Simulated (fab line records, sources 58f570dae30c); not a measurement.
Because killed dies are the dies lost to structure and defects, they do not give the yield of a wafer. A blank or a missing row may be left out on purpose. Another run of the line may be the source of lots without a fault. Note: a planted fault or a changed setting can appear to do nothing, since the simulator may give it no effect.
Which tool did it? | flow berkeleyCmos170 | 42 wafers from 14 lots sampled at 7 of the route's 331 steps

WHAT EACH GAUGE READ, for each wafer
UCB170_FIELD_THK_MEAS_90. Usual: for FIELD_OXIDE_LEFT_1_THK the level is 440 nm and the standard deviation is 8.8.
lot  | measured     | on           | FIELD_OXIDE_LEFT_1_THK (nm) | flag
L235 | day 5 16:56  | filmMetro-04 | 441 429 436                 | 
L237 | day 6 03:41  | filmMetro-04 | 439 440 432                 | 
L239 | day 6 11:14  | filmMetro-04 | 443 444 435                 | 
L240 | day 6 16:03  | filmMetro-04 | 425 448 433                 | 
L244 | day 7 19:07  | filmMetro-01 | 422 434 435                 | 
L245 | day 8 03:07  | filmMetro-04 | 458 452 452                 | 
L246 | day 8 03:07  | filmMetro-03 | 433 437 426                 | 
L247 | day 8 03:03  | filmMetro-03 | 429 429 432                 | 
L248 | day 8 03:03  | filmMetro-01 | 420 430 434                 | 
L249 | day 8 03:04  | filmMetro-04 | 448 448 439                 | 
L250 | day 8 03:08  | filmMetro-01 | 441 443 432                 | 
L254 | day 9 05:17  | filmMetro-03 | 444 438 452                 | 
L253 | day 9 05:16  | filmMetro-04 | 453 461 459                 | 
L256 | day 10 00:52 | filmMetro-01 | 450 445 452                 | 

UCB170_M1_RS_MEAS_01: a four-point-probe measurement. Usual: for M1_AL_RS the level is 0.0485 ohm/sq and the standard deviation is 0.00072.
lot  | measured     | on           | M1_AL_RS (ohm/sq)    | flag
L235 | day 7 22:50  | filmMetro-03 | 0.0484 0.0483 0.0482 | 
L237 | day 8 07:48  | filmMetro-04 | 0.0488 0.0474 0.0492 | 
L239 | day 8 18:22  | filmMetro-04 | 0.0486 0.0482 0.0489 | 
L240 | day 9 05:59  | filmMetro-02 | 0.0474 0.0479 0.0475 | 
L244 | day 9 17:29  | filmMetro-02 | 0.0789 0.0489 0.0486 | OFF
L245 | day 10 13:23 | filmMetro-03 | 0.0491 0.0810 0.0809 | OFF
L246 | day 10 08:13 | filmMetro-04 | 0.0486 0.0503 0.0486 | 
L247 | day 10 13:32 | filmMetro-03 | 0.0474 0.0478 0.0470 | 
L248 | day 10 08:56 | filmMetro-04 | 0.0486 0.0479 0.0494 | 
L249 | day 10 08:35 | filmMetro-04 | 0.0483 0.0482 0.0495 | 
L250 | day 10 15:08 | filmMetro-02 | 0.0475 0.0483 0.0494 | 
L254 | day 11 17:05 | filmMetro-03 | 0.0493 0.0494 0.0488 | 
L253 | day 11 17:22 | filmMetro-04 | 0.0473 0.0480 0.0485 | 
L256 | day 12 04:02 | filmMetro-03 | 0.0471 0.0485 0.0474 | 

UCB170_M1_THK_MEAS_02: measures by xrf. Usual: for M1_AL_THK the level is 604 nm and the standard deviation is 11.
lot  | measured     | on           | M1_AL_THK (nm) | flag
L235 | day 7 22:56  | filmMetro-03 | 605 607 606    | 
L237 | day 8 07:55  | filmMetro-04 | 604 619 596    | 
L239 | day 8 18:29  | filmMetro-04 | 607 609 600    | 
L240 | day 9 06:06  | filmMetro-02 | 620 613 620    | 
L244 | day 9 17:37  | filmMetro-02 | 379 605 604    | OFF
L245 | day 10 13:29 | filmMetro-03 | 592 364 365    | OFF
L246 | day 10 08:20 | filmMetro-04 | 594 580 601    | 
L247 | day 10 13:40 | filmMetro-03 | 614 605 620    | 
L248 | day 10 09:04 | filmMetro-04 | 598 608 592    | 
L249 | day 10 08:42 | filmMetro-04 | 605 605 591    | 
L250 | day 10 15:14 | filmMetro-02 | 622 614 598    | 
L254 | day 11 17:11 | filmMetro-03 | 592 590 594    | 
L253 | day 11 17:29 | filmMetro-04 | 610 605 605    | 
L256 | day 12 04:10 | filmMetro-03 | 619 604 615    | 

UCB170_M3_OVL_MEAS_16. Usual: for M3_OVL the level is -2 nm and the standard deviation is 6.2.
lot  | measured     | on         | M3_OVL (nm) | flag
L235 | day 8 23:06  | overlay-02 | -4 -9 -4    | 
L237 | day 9 05:36  | overlay-01 | 2 2 2       | 
L239 | day 9 13:50  | overlay-02 | -11 -11 -12 | 
L240 | day 9 22:07  | overlay-01 | 2 -5 -3     | 
L244 | day 10 13:05 | overlay-02 | 9 12 9      | 
L245 | day 11 10:13 | overlay-01 | -15 -13 -13 | 
L246 | day 11 02:37 | overlay-02 | -2 -1 -9    | 
L247 | day 11 10:31 | overlay-01 | -15 -5 -6   | 
L248 | day 11 05:50 | overlay-02 | 1 -4 -6     | 
L249 | day 11 06:04 | overlay-02 | -3 -4 3     | 
L250 | day 11 10:48 | overlay-01 | -12 -4 -2   | 
L254 | day 12 14:59 | overlay-01 | 6 0 0       | 
L253 | day 12 15:32 | overlay-02 | -6 -16 -5   | 
L256 | day 12 20:58 | overlay-02 | 3 -3 -3     | 

WHICH TOOL RAN EACH LOT (tool, then ch and the chambers of the sampled wafers, then the start)
lot  | UCB170_ACTIVE_STRIP_16             | UCB170_M1_SPUTTER_00        | UCB170_M1_METAL_ETCH_12
L235 | plasmaAsher-04 ch 0,1, day 5 01:52 | pvdSputter-02, day 7 22:44  | rieMetal-03 ch 0,1, day 8 00:28
L237 | plasmaAsher-01 ch 0,1, day 5 05:23 | pvdSputter-03, day 8 07:44  | rieMetal-03 ch 0,1, day 8 10:04
L239 | plasmaAsher-04 ch 0,1, day 5 19:52 | pvdSputter-04, day 8 18:17  | rieMetal-02 ch 1, day 8 21:34
L240 | plasmaAsher-04 ch 0,1, day 6 01:22 | pvdSputter-04, day 9 05:55  | rieMetal-02 ch 0,1, day 9 07:12
L244 | plasmaAsher-04 ch 0,1, day 7 05:53 | pvdSputter-04, day 9 17:26  | rieMetal-03 ch 1, day 9 18:43
L245 | plasmaAsher-04 ch 0, day 7 09:41   | pvdSputter-04, day 10 13:17 | rieMetal-01 ch 0,1, day 10 15:04
L246 | plasmaAsher-03 ch 0,1, day 7 11:08 | pvdSputter-03, day 10 08:10 | rieMetal-02 ch 0,1, day 10 09:34
L247 | plasmaAsher-04 ch 0,1, day 7 11:32 | pvdSputter-02, day 10 13:28 | rieMetal-02 ch 0,1, day 10 15:26
L248 | plasmaAsher-03 ch 0,1, day 7 11:47 | pvdSputter-03, day 10 08:53 | rieMetal-03 ch 0,1, day 10 10:17
L249 | plasmaAsher-01 ch 0,1, day 7 11:50 | pvdSputter-02, day 10 08:31 | rieMetal-01 ch 0,1, day 10 10:03
L250 | plasmaAsher-03 ch 0,1, day 7 14:11 | pvdSputter-03, day 10 15:02 | rieMetal-03 ch 0,1, day 10 16:29
L254 | plasmaAsher-01 ch 0,1, day 8 08:41 | pvdSputter-02, day 11 17:00 | rieMetal-03 ch 0,1, day 11 18:41
L253 | plasmaAsher-04 ch 1, day 8 09:17   | pvdSputter-03, day 11 17:19 | rieMetal-01 ch 0,1, day 11 19:19
L256 | plasmaAsher-01 ch 0,1, day 9 04:31 | pvdSputter-02, day 12 03:59 | rieMetal-03 ch 0,1, day 12 06:21
- UCB170_ACTIVE_STRIP_16: strips in O2.
- UCB170_M1_SPUTTER_00: material Al, target thk 600 nm, time 80 s.
- UCB170_M1_METAL_ETCH_12: etches Al in Cl2/BCl3, stops on PSG, target depth 780 nm, time 130 s.

WHAT THE TOOLS THEMSELVES READ (means of the sampled wafers that have a number; where no wafer has one, the mark that the record gives instead)
UCB170_ACTIVE_STRIP_16. Usual: drypumpMotorCurrentA 5.3 A, standard deviation 0.6; oesProductAu 0.721 a.u., standard deviation 0.0049; stripTimeToEndpointS 18.12 s, standard deviation 0.13.
lot  | tool           | drypumpMotorCurrentA (A) | oesProductAu (a.u.) | stripTimeToEndpointS (s) | flag
L235 | plasmaAsher-04 | 6.2                      | 0.726               | 18.31                    | 
L237 | plasmaAsher-01 | 5.1                      | 0.722               | 18.16                    | 
L239 | plasmaAsher-04 | 6.2                      | 0.722               | 18.25                    | 
L240 | plasmaAsher-04 | 5.9                      | 0.719               | 18.21                    | 
L244 | plasmaAsher-04 | 5.9                      | 0.724               | 18.05                    | 
L245 | plasmaAsher-04 | 5.7                      | 0.717               | 17.97                    | 
L246 | plasmaAsher-03 | 4.9                      | 0.723               | 18.30                    | 
L247 | plasmaAsher-04 | 5.9                      | 0.723               | 18.10                    | 
L248 | plasmaAsher-03 | 4.9                      | 0.723               | 18.09                    | 
L249 | plasmaAsher-01 | 5.1                      | 0.721               | 18.22                    | 
L250 | plasmaAsher-03 | 4.9                      | 0.723               | 17.94                    | 
L254 | plasmaAsher-01 | 5.1                      | 0.717               | 18.09                    | 
L253 | plasmaAsher-04 | 6.4                      | 0.720               | 18.10                    | 
L256 | plasmaAsher-01 | 5.1                      | 0.723               | 18.25                    | 

UCB170_M1_SPUTTER_00. Usual: chamberPressurePa 0.5000 Pa, standard deviation 0.001; throttleValvePct 30.5 %, standard deviation 1.4.
lot  | tool          | chamberPressurePa (Pa) | throttleValvePct (%) | flag
L235 | pvdSputter-02 | 0.5006                 | 30.4                 | 
L237 | pvdSputter-03 | 0.5005                 | 30.1                 | 
L239 | pvdSputter-04 | 0.5003                 | 30.4                 | 
L240 | pvdSputter-04 | 0.5004                 | 30.5                 | 
L244 | pvdSputter-04 | 0.4998                 | 29.6                 | 
L245 | pvdSputter-04 | 0.5001                 | 29.9                 | 
L246 | pvdSputter-03 | 0.5000                 | 30.5                 | 
L247 | pvdSputter-02 | 0.4996                 | 29.9                 | 
L248 | pvdSputter-03 | 0.4996                 | 30.2                 | 
L249 | pvdSputter-02 | 0.5006                 | 29.3                 | 
L250 | pvdSputter-03 | 0.4996                 | 31.0                 | 
L254 | pvdSputter-02 | 0.5004                 | 31.3                 | 
L253 | pvdSputter-03 | 0.5007                 | 30.6                 | 
L256 | pvdSputter-02 | 0.5003                 | 29.4                 | 

UCB170_M1_METAL_ETCH_12. Usual: drypumpMotorCurrentA 5.6 A, standard deviation 0.39; oesProductAu 0.846 a.u., standard deviation 0.012; throttleValvePct 24.44 %, standard deviation 0.15.
lot  | tool        | drypumpMotorCurrentA (A) | oesProductAu (a.u.) | throttleValvePct (%) | flag
L235 | rieMetal-03 | 5.4                      | 0.849               | 24.31                | 
L237 | rieMetal-03 | 5.4                      | 0.854               | 24.44                | 
L239 | rieMetal-02 | 5.6                      | 0.831               | 24.54                | 
L240 | rieMetal-02 | 5.7                      | 0.852               | 24.47                | 
L244 | rieMetal-03 | 5.4                      | 0.798               | 24.60                | OFF
L245 | rieMetal-01 | 5.3                      | 0.721               | 24.60                | OFF
L246 | rieMetal-02 | 5.7                      | 0.843               | 24.41                | 
L247 | rieMetal-02 | 5.7                      | 0.850               | 24.46                | 
L248 | rieMetal-03 | 5.4                      | 0.849               | 24.44                | 
L249 | rieMetal-01 | 5.7                      | 0.836               | 24.49                | 
L250 | rieMetal-03 | 5.4                      | 0.852               | 24.30                | 
L254 | rieMetal-03 | 5.5                      | 0.841               | 24.31                | 
L253 | rieMetal-01 | 5.3                      | 0.845               | 24.54                | 
L256 | rieMetal-03 | 5.4                      | 0.862               | 24.44                | 

THE ANSWER, worked out from the rows above alone
Rule: take the mean of a lot's wafers that have a number; if it is more than 3 standard deviations from the usual mean, the lot is off. Also off: a lot with no number at a reading for which 4 or more lots have one. The other lots that the step has rows for count as sound. First the gauges in route order, then the tools' own readings, where a lot's mean is used as printed above. The first step at which some lot is off is used, and at that step the reading that is off furthest; a lot without a number counts as furthest.
Off: L244, L245, at UCB170_M1_RS_MEAS_01 (M1_AL_RS).
A tool fits if, at a process step before that reading, it ran every lot that is off, and no sound lot after the first of them. The gauges at UCB170_M1_RS_MEAS_01 aren't tried: what is off there is off at UCB170_M1_METAL_ETCH_12 too, on other tools, and a gauge's error can't cause that. One fits: UCB170_M1_SPUTTER_00 on pvdSputter-04. A fault onset in the window from L240 (day 9 05:55, its last sound lot) to L244 (day 9 17:26, its first lot off) fits.

WHAT WAS PUT IN BY THE SIMULATOR
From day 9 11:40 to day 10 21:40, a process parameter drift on pvdSputter-04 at UCB170_M1_SPUTTER_00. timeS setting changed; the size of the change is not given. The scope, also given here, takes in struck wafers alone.
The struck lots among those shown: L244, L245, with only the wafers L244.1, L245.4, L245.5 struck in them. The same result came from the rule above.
